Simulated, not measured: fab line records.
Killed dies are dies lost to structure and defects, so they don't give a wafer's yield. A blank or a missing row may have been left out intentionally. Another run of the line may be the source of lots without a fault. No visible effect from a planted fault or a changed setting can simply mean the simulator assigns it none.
Which tool did it? / flow berkeley-cmos170 / Sampling: 7 lots, 21 wafers, 5 of 331 route steps

WHAT THE GAUGES SHOWED, per wafer
UCB170_V2_CD_MEAS_12: the cd target is 700 nm.
lot=L932; measured=day 7 15:45; on=cd-sem-02; cd-nm (nm)=703.4 702.1 702.5
lot=L934; measured=day 8 02:54; on=cd-sem-01; cd-nm (nm)=699.2 700.6 699.3
lot=L936; measured=day 8 16:29; on=cd-sem-01; cd-nm (nm)=697.5 698.3 697.6
lot=L938; measured=day 9 02:41; on=cd-sem-02; cd-nm (nm)=701.2 701.9 701.7
lot=L940; measured=day 10 04:53; on=cd-sem-01; cd-nm (nm)=701.0 700.6 700.4
lot=L947; measured=day 10 15:37; on=cd-sem-02; cd-nm (nm)=700.1 698.8 699.1
lot=L954; measured=day 12 08:34; on=cd-sem-02; cd-nm (nm)=698.0 699.1 698.2

EACH LOT AND THE TOOL THAT RAN IT (in order: tool; ch and the chambers of the sampled wafers; start)
lot=L932; UCB170_CONTACT_STRIP_19=plasma-asher-04 ch 0,1, day 7 00:16; UCB170_M1_STRIP_13=plasma-asher-04 ch 0,1, day 7 02:40; UCB170_M2_SOFTBAKE_06=litho-track-01 ch 0, day 7 10:03; UCB170_M2_STRIP_07=plasma-asher-03 ch 0,1, day 7 10:10
lot=L934; UCB170_CONTACT_STRIP_19=plasma-asher-02 ch 0,1, day 7 11:46; UCB170_M1_STRIP_13=plasma-asher-03 ch 0,1, day 7 16:19; UCB170_M2_SOFTBAKE_06=litho-track-02 ch 0, day 7 23:06; UCB170_M2_STRIP_07=plasma-asher-01 ch 0,1, day 7 23:15
lot=L936; UCB170_CONTACT_STRIP_19=plasma-asher-02 ch 0,1, day 7 23:30; UCB170_M1_STRIP_13=plasma-asher-02 ch 0,1, day 8 01:36; UCB170_M2_SOFTBAKE_06=litho-track-02 ch 0, day 8 12:10; UCB170_M2_STRIP_07=plasma-asher-02 ch 0, day 8 12:17
lot=L938; UCB170_CONTACT_STRIP_19=plasma-asher-04 ch 0,1, day 8 06:58; UCB170_M1_STRIP_13=plasma-asher-02 ch 0,1, day 8 11:49; UCB170_M2_SOFTBAKE_06=litho-track-04 ch 0, day 8 19:17; UCB170_M2_STRIP_07=plasma-asher-03 ch 0,1, day 8 19:25
lot=L940; UCB170_CONTACT_STRIP_19=plasma-asher-01 ch 0,1, day 9 11:44; UCB170_M1_STRIP_13=plasma-asher-04 ch 1, day 9 14:25; UCB170_M2_SOFTBAKE_06=litho-track-04 ch 0, day 10 00:29; UCB170_M2_STRIP_07=plasma-asher-01 ch 0,1, day 10 00:36
lot=L947; UCB170_CONTACT_STRIP_19=plasma-asher-02 ch 0, day 9 23:54; UCB170_M1_STRIP_13=plasma-asher-02 ch 0,1, day 10 02:47; UCB170_M2_SOFTBAKE_06=litho-track-04 ch 0, day 10 11:02; UCB170_M2_STRIP_07=plasma-asher-03 ch 0, day 10 11:11
lot=L954; UCB170_CONTACT_STRIP_19=plasma-asher-02 ch 0,1, day 11 19:02; UCB170_M1_STRIP_13=plasma-asher-04 ch 0,1, day 11 21:07; UCB170_M2_SOFTBAKE_06=litho-track-02 ch 0, day 12 03:34; UCB170_M2_STRIP_07=plasma-asher-03 ch 0,1, day 12 03:41
- UCB170_CONTACT_STRIP_19: strips in O2.
- UCB170_M1_STRIP_13: strips in O2.
- UCB170_M2_SOFTBAKE_06: time 60 s.
- UCB170_M2_STRIP_07: strips in O2.

THE ANSWER, worked out from the rows above alone
Rule: the lots themselves supply what counts as usual. The widest of any qualifying gaps counts: lots, ordered by their means at a reading, are off when they make up no more than a third of the lots, leave a main group of 4 or more, and stand apart from it by 3 or more times the standard deviation of that group's means. The tables above print the reading to a certain number of digits; a main group whose means all agree to those digits is not used. A lot without any number at a reading at which 4 lots or more have one is off too. All remaining lots with rows at the step are treated as sound.
None of the lots is off at any reading shown; this tells nothing.

WHAT THE SIMULATOR HAD PUT IN
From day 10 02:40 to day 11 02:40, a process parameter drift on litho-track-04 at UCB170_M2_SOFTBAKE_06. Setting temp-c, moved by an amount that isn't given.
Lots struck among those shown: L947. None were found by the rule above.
